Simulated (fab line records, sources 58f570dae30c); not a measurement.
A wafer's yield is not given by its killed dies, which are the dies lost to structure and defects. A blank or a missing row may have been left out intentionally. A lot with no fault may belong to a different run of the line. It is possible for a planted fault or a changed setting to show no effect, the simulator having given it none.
Which tool is to blame? || flow berkeley_cmos170 || 15 lots with 45 wafers sampled at 4 steps, on a route of 331 steps

== WHAT THE GAUGES READ, wafer by wafer ==
UCB170_ACTIVE_CD_MEAS_90 targets a cd of 1200 nm.
{"lot": "L839", "measured": "day 3 23:49", "on": "cd_sem-01", "cd_nm (nm)": "1202.6 1202.0 1203.1"}
{"lot": "L840", "measured": "day 4 13:23", "on": "cd_sem-02", "cd_nm (nm)": "1201.6 1202.1 1201.6"}
{"lot": "L841", "measured": "day 4 21:30", "on": "cd_sem-02", "cd_nm (nm)": "1202.0 1199.3 1199.5"}
{"lot": "L843", "measured": "day 5 03:34", "on": "cd_sem-02", "cd_nm (nm)": "1198.6 1196.9 1198.1"}
{"lot": "L845", "measured": "day 5 12:10", "on": "cd_sem-02", "cd_nm (nm)": "1198.4 1199.2 1198.0"}
{"lot": "L846", "measured": "day 5 12:25", "on": "cd_sem-01", "cd_nm (nm)": "1201.0 1197.3 1197.7"}
{"lot": "L844", "measured": "day 5 19:10", "on": "cd_sem-02", "cd_nm (nm)": "1199.5 1199.0 1199.9"}
{"lot": "L849", "measured": "day 6 00:20", "on": "cd_sem-01", "cd_nm (nm)": "1197.5 1198.2 1198.0"}
{"lot": "L848", "measured": "day 6 00:36", "on": "cd_sem-02", "cd_nm (nm)": "1200.8 1199.3 1200.7"}
{"lot": "L852", "measured": "day 7 04:19", "on": "cd_sem-01", "cd_nm (nm)": "1199.9 1198.8 1199.6"}
{"lot": "L856", "measured": "day 7 15:36", "on": "cd_sem-02", "cd_nm (nm)": "1200.7 1200.1 1201.4"}
{"lot": "L857", "measured": "day 8 01:32", "on": "cd_sem-01", "cd_nm (nm)": "1200.6 1200.7 1201.7"}
{"lot": "L858", "measured": "day 8 05:14", "on": "cd_sem-01", "cd_nm (nm)": "1201.6 1201.9 1201.2"}
{"lot": "L860", "measured": "day 8 17:49", "on": "cd_sem-01", "cd_nm (nm)": "1198.2 1198.0 1197.2"}
{"lot": "L862", "measured": "day 9 02:31", "on": "cd_sem-01", "cd_nm (nm)": "1200.6 1200.8 1202.2"}

UCB170_GATE_CD_MEAS_90 targets a cd of 350 nm.
{"lot": "L839", "measured": "day 5 22:30", "on": "cd_sem-01", "cd_nm (nm)": "349.5 348.2 349.8"}
{"lot": "L840", "measured": "day 6 15:55", "on": "cd_sem-01", "cd_nm (nm)": "350.5 351.8 349.8"}
{"lot": "L841", "measured": "day 6 22:55", "on": "cd_sem-02", "cd_nm (nm)": "350.0 350.1 350.8"}
{"lot": "L843", "measured": "day 7 06:35", "on": "cd_sem-01", "cd_nm (nm)": "350.2 349.5 348.5"}
{"lot": "L845", "measured": "day 7 08:52", "on": "cd_sem-02", "cd_nm (nm)": "349.2 349.6 349.4"}
{"lot": "L846", "measured": "day 7 08:37", "on": "cd_sem-01", "cd_nm (nm)": "349.1 349.6 349.7"}
{"lot": "L844", "measured": "day 7 18:57", "on": "cd_sem-02", "cd_nm (nm)": "345.7 346.8 348.3"}
{"lot": "L849", "measured": "day 7 18:38", "on": "cd_sem-01", "cd_nm (nm)": "349.3 351.3 350.3"}
{"lot": "L848", "measured": "day 7 18:47", "on": "cd_sem-02", "cd_nm (nm)": "349.6 351.9 350.9"}
{"lot": "L852", "measured": "day 8 22:56", "on": "cd_sem-01", "cd_nm (nm)": "351.4 351.6 352.6"}
{"lot": "L856", "measured": "day 9 06:44", "on": "cd_sem-02", "cd_nm (nm)": "- - -"}
{"lot": "L857", "measured": "day 9 22:39", "on": "cd_sem-02", "cd_nm (nm)": "- - -"}
{"lot": "L858", "measured": "day 10 04:45", "on": "cd_sem-02", "cd_nm (nm)": "- - -"}
{"lot": "L860", "measured": "day 10 10:47", "on": "cd_sem-01", "cd_nm (nm)": "350.0 353.4 351.3"}
{"lot": "L862", "measured": "day 10 23:15", "on": "cd_sem-01", "cd_nm (nm)": "351.0 350.4 349.0"}

== EACH LOT AND THE TOOL THAT RAN IT (in order: tool; ch and the chambers of the sampled wafers; start) ==
{"lot": "L839", "UCB170_PFIELD_STRIP_08": "plasma_asher-04 ch 0,1, day 4 03:16", "UCB170_GATE_ETCH_15": "rie_si-02 ch 0,2,3, day 5 22:20"}
{"lot": "L840", "UCB170_PFIELD_STRIP_08": "plasma_asher-03 ch 0,1, day 4 17:40", "UCB170_GATE_ETCH_15": "rie_si-01 ch 0,3, day 6 15:44"}
{"lot": "L841", "UCB170_PFIELD_STRIP_08": "plasma_asher-04 ch 0,1, day 4 22:49", "UCB170_GATE_ETCH_15": "rie_si-02 ch 0,1,3, day 6 22:46"}
{"lot": "L843", "UCB170_PFIELD_STRIP_08": "plasma_asher-04 ch 0,1, day 5 05:04", "UCB170_GATE_ETCH_15": "rie_si-01 ch 1,2,3, day 7 06:25"}
{"lot": "L845", "UCB170_PFIELD_STRIP_08": "plasma_asher-02 ch 0,1, day 5 14:05", "UCB170_GATE_ETCH_15": "rie_si-02 ch 0,1,3, day 7 08:42"}
{"lot": "L846", "UCB170_PFIELD_STRIP_08": "plasma_asher-02 ch 0,1, day 5 14:19", "UCB170_GATE_ETCH_15": "rie_si-01 ch 2,3, day 7 08:28"}
{"lot": "L844", "UCB170_PFIELD_STRIP_08": "plasma_asher-02 ch 0,1, day 5 21:43", "UCB170_GATE_ETCH_15": "rie_si-02 ch 0,1,2, day 7 18:48"}
{"lot": "L849", "UCB170_PFIELD_STRIP_08": "plasma_asher-04 ch 0,1, day 6 02:00", "UCB170_GATE_ETCH_15": "rie_si-02 ch 0,2,3, day 7 18:30"}
{"lot": "L848", "UCB170_PFIELD_STRIP_08": "plasma_asher-03 ch 0,1, day 6 02:19", "UCB170_GATE_ETCH_15": "rie_si-01 ch 0,2,3, day 7 18:33"}
{"lot": "L852", "UCB170_PFIELD_STRIP_08": "plasma_asher-02 ch 0,1, day 7 06:50", "UCB170_GATE_ETCH_15": "rie_si-02 ch 1,2,3, day 8 22:43"}
{"lot": "L856", "UCB170_PFIELD_STRIP_08": "plasma_asher-04 ch 0,1, day 7 17:58", "UCB170_GATE_ETCH_15": "rie_si-01 ch 0,2,3, day 9 06:34"}
{"lot": "L857", "UCB170_PFIELD_STRIP_08": "plasma_asher-03 ch 0,1, day 8 05:17", "UCB170_GATE_ETCH_15": "rie_si-02 ch 0,2,3, day 9 22:30"}
{"lot": "L858", "UCB170_PFIELD_STRIP_08": "plasma_asher-02 ch 0,1, day 8 08:50", "UCB170_GATE_ETCH_15": "rie_si-01 ch 1,2,3, day 10 04:32"}
{"lot": "L860", "UCB170_PFIELD_STRIP_08": "plasma_asher-04 ch 0,1, day 8 21:03", "UCB170_GATE_ETCH_15": "rie_si-02 ch 0,3, day 10 10:35"}
{"lot": "L862", "UCB170_PFIELD_STRIP_08": "plasma_asher-02 ch 0,1, day 9 05:25", "UCB170_GATE_ETCH_15": "rie_si-02 ch 0,1,3, day 10 23:01"}
- UCB170_PFIELD_STRIP_08: strips in O2.
- UCB170_GATE_ETCH_15: etches poly-Si in HBr/Cl2, stops on SiO2, time 56.3 s, target depth 278.2 nm.

== WHAT THE TOOLS THEMSELVES READ (means of the sampled wafers that have a number; where no wafer has one, the mark that the record gives instead) ==
UCB170_PFIELD_STRIP_08.
{"lot": "L839", "tool": "plasma_asher-04", "drypump_motor_current_A (A)": 5.4, "oes_product_au (a.u.)": 0.734, "strip_time_to_endpoint_s (s)": 21.66}
{"lot": "L840", "tool": "plasma_asher-03", "drypump_motor_current_A (A)": 5.6, "oes_product_au (a.u.)": 0.737, "strip_time_to_endpoint_s (s)": 21.69}
{"lot": "L841", "tool": "plasma_asher-04", "drypump_motor_current_A (A)": 5.4, "oes_product_au (a.u.)": 0.733, "strip_time_to_endpoint_s (s)": 21.68}
{"lot": "L843", "tool": "plasma_asher-04", "drypump_motor_current_A (A)": 5.4, "oes_product_au (a.u.)": 0.735, "strip_time_to_endpoint_s (s)": 21.61}
{"lot": "L845", "tool": "plasma_asher-02", "drypump_motor_current_A (A)": 5.9, "oes_product_au (a.u.)": 0.732, "strip_time_to_endpoint_s (s)": 21.58}
{"lot": "L846", "tool": "plasma_asher-02", "drypump_motor_current_A (A)": 5.8, "oes_product_au (a.u.)": 0.733, "strip_time_to_endpoint_s (s)": 21.68}
{"lot": "L844", "tool": "plasma_asher-02", "drypump_motor_current_A (A)": 5.8, "oes_product_au (a.u.)": 0.732, "strip_time_to_endpoint_s (s)": 21.58}
{"lot": "L849", "tool": "plasma_asher-04", "drypump_motor_current_A (A)": 5.4, "oes_product_au (a.u.)": 0.737, "strip_time_to_endpoint_s (s)": 21.72}
{"lot": "L848", "tool": "plasma_asher-03", "drypump_motor_current_A (A)": 5.4, "oes_product_au (a.u.)": 0.732, "strip_time_to_endpoint_s (s)": 21.61}
{"lot": "L852", "tool": "plasma_asher-02", "drypump_motor_current_A (A)": 5.9, "oes_product_au (a.u.)": 0.735, "strip_time_to_endpoint_s (s)": 21.60}
{"lot": "L856", "tool": "plasma_asher-04", "drypump_motor_current_A (A)": 5.4, "oes_product_au (a.u.)": 0.737, "strip_time_to_endpoint_s (s)": 21.69}
{"lot": "L857", "tool": "plasma_asher-03", "drypump_motor_current_A (A)": 5.4, "oes_product_au (a.u.)": 0.736, "strip_time_to_endpoint_s (s)": 21.76}
{"lot": "L858", "tool": "plasma_asher-02", "drypump_motor_current_A (A)": 5.8, "oes_product_au (a.u.)": 0.736, "strip_time_to_endpoint_s (s)": 21.64}
{"lot": "L860", "tool": "plasma_asher-04", "drypump_motor_current_A (A)": 5.4, "oes_product_au (a.u.)": 0.735, "strip_time_to_endpoint_s (s)": 21.74}
{"lot": "L862", "tool": "plasma_asher-02", "drypump_motor_current_A (A)": 5.9, "oes_product_au (a.u.)": 0.740, "strip_time_to_endpoint_s (s)": 21.78}

UCB170_GATE_ETCH_15.
{"lot": "L839", "tool": "rie_si-02", "HBr_flow_sccm (sccm)": 149.7, "bias_w (W)": 150.0, "drypump_motor_current_A (A)": 5.9, "oes_product_au (a.u.)": 0.834, "rf_fwd_power_W (W)": 297.4, "throttle_valve_pct (%)": 26.32}
{"lot": "L840", "tool": "rie_si-01", "HBr_flow_sccm (sccm)": 149.4, "bias_w (W)": 149.9, "drypump_motor_current_A (A)": 5.5, "oes_product_au (a.u.)": 0.845, "rf_fwd_power_W (W)": 297.9, "throttle_valve_pct (%)": 26.81}
{"lot": "L841", "tool": "rie_si-02", "HBr_flow_sccm (sccm)": 149.6, "bias_w (W)": 149.9, "drypump_motor_current_A (A)": 6.2, "oes_product_au (a.u.)": 0.847, "rf_fwd_power_W (W)": 298.8, "throttle_valve_pct (%)": 26.33}
{"lot": "L843", "tool": "rie_si-01", "HBr_flow_sccm (sccm)": 150.2, "bias_w (W)": 149.9, "drypump_motor_current_A (A)": 5.3, "oes_product_au (a.u.)": 0.840, "rf_fwd_power_W (W)": 297.1, "throttle_valve_pct (%)": 26.62}
{"lot": "L845", "tool": "rie_si-02", "HBr_flow_sccm (sccm)": 149.4, "bias_w (W)": 150.1, "drypump_motor_current_A (A)": 6.2, "oes_product_au (a.u.)": 0.833, "rf_fwd_power_W (W)": 297.3, "throttle_valve_pct (%)": 26.33}
{"lot": "L846", "tool": "rie_si-01", "HBr_flow_sccm (sccm)": 150.4, "bias_w (W)": 149.7, "drypump_motor_current_A (A)": 5.2, "oes_product_au (a.u.)": 0.835, "rf_fwd_power_W (W)": 297.4, "throttle_valve_pct (%)": 26.37}
{"lot": "L844", "tool": "rie_si-02", "HBr_flow_sccm (sccm)": 150.1, "bias_w (W)": 150.3, "drypump_motor_current_A (A)": 6.0, "oes_product_au (a.u.)": 0.837, "rf_fwd_power_W (W)": 298.3, "throttle_valve_pct (%)": 26.42}
{"lot": "L849", "tool": "rie_si-02", "HBr_flow_sccm (sccm)": 149.9, "bias_w (W)": 150.0, "drypump_motor_current_A (A)": 5.9, "oes_product_au (a.u.)": 0.842, "rf_fwd_power_W (W)": 298.1, "throttle_valve_pct (%)": 26.33}
{"lot": "L848", "tool": "rie_si-01", "HBr_flow_sccm (sccm)": 149.8, "bias_w (W)": 150.0, "drypump_motor_current_A (A)": 5.5, "oes_product_au (a.u.)": 0.851, "rf_fwd_power_W (W)": 297.3, "throttle_valve_pct (%)": 26.54}
{"lot": "L852", "tool": "rie_si-02", "HBr_flow_sccm (sccm)": 149.8, "bias_w (W)": 150.0, "drypump_motor_current_A (A)": 6.2, "oes_product_au (a.u.)": 0.846, "rf_fwd_power_W (W)": 298.3, "throttle_valve_pct (%)": 26.23}
{"lot": "L856", "tool": "rie_si-01", "HBr_flow_sccm (sccm)": "-", "bias_w (W)": "-", "drypump_motor_current_A (A)": "-", "oes_product_au (a.u.)": "-", "rf_fwd_power_W (W)": "-", "throttle_valve_pct (%)": "-"}
{"lot": "L857", "tool": "rie_si-02", "HBr_flow_sccm (sccm)": "-", "bias_w (W)": "-", "drypump_motor_current_A (A)": "-", "oes_product_au (a.u.)": "-", "rf_fwd_power_W (W)": "-", "throttle_valve_pct (%)": "-"}
{"lot": "L858", "tool": "rie_si-01", "HBr_flow_sccm (sccm)": "-", "bias_w (W)": "-", "drypump_motor_current_A (A)": "-", "oes_product_au (a.u.)": "-", "rf_fwd_power_W (W)": "-", "throttle_valve_pct (%)": "-"}
{"lot": "L860", "tool": "rie_si-02", "HBr_flow_sccm (sccm)": 149.6, "bias_w (W)": 149.6, "drypump_motor_current_A (A)": 6.1, "oes_product_au (a.u.)": 0.847, "rf_fwd_power_W (W)": 297.5, "throttle_valve_pct (%)": 26.24}
{"lot": "L862", "tool": "rie_si-02", "HBr_flow_sccm (sccm)": 150.3, "bias_w (W)": 149.9, "drypump_motor_current_A (A)": 6.2, "oes_product_au (a.u.)": 0.854, "rf_fwd_power_W (W)": 298.8, "throttle_valve_pct (%)": 26.34}

== THE ANSWER, worked out from the rows above alone ==
Rule: usual is defined by the lots themselves. Put in order of their means at a reading, lots are off if they are a third of the lots or fewer, leave a main group of 4 or more, and stand apart from it by a gap of 3 or more times the standard deviation of the main group's means; of several such gaps the widest counts. If all means in a main group match to the digits the tables above print for the reading, that group is not used. A lot without any number at a reading at which 4 lots or more have one is off too. The other lots that the step has rows for count as sound. First the gauges in route order, then the tools' own readings, where a lot's mean is used as printed above. At the first step where some lot is off, the reading lying furthest off is the one used; lots without a number count as furthest.
Off at UCB170_GATE_CD_MEAS_90 (cd_nm): L856, L857, L858. Without a number there: L856, L857, L858. Main group: mean 350.0 nm, sd 1.2.
If a tool, at a process step before that reading, ran all the lots that are off and no sound lot after the first of them, it fits. Not tried: the gauges at UCB170_GATE_CD_MEAS_90; whatever is off there is also off at UCB170_GATE_ETCH_15, on other tools, and gauge error can't account for it. Not one of the candidates tried fits.

== WHAT THE SIMULATOR HAD PUT IN ==
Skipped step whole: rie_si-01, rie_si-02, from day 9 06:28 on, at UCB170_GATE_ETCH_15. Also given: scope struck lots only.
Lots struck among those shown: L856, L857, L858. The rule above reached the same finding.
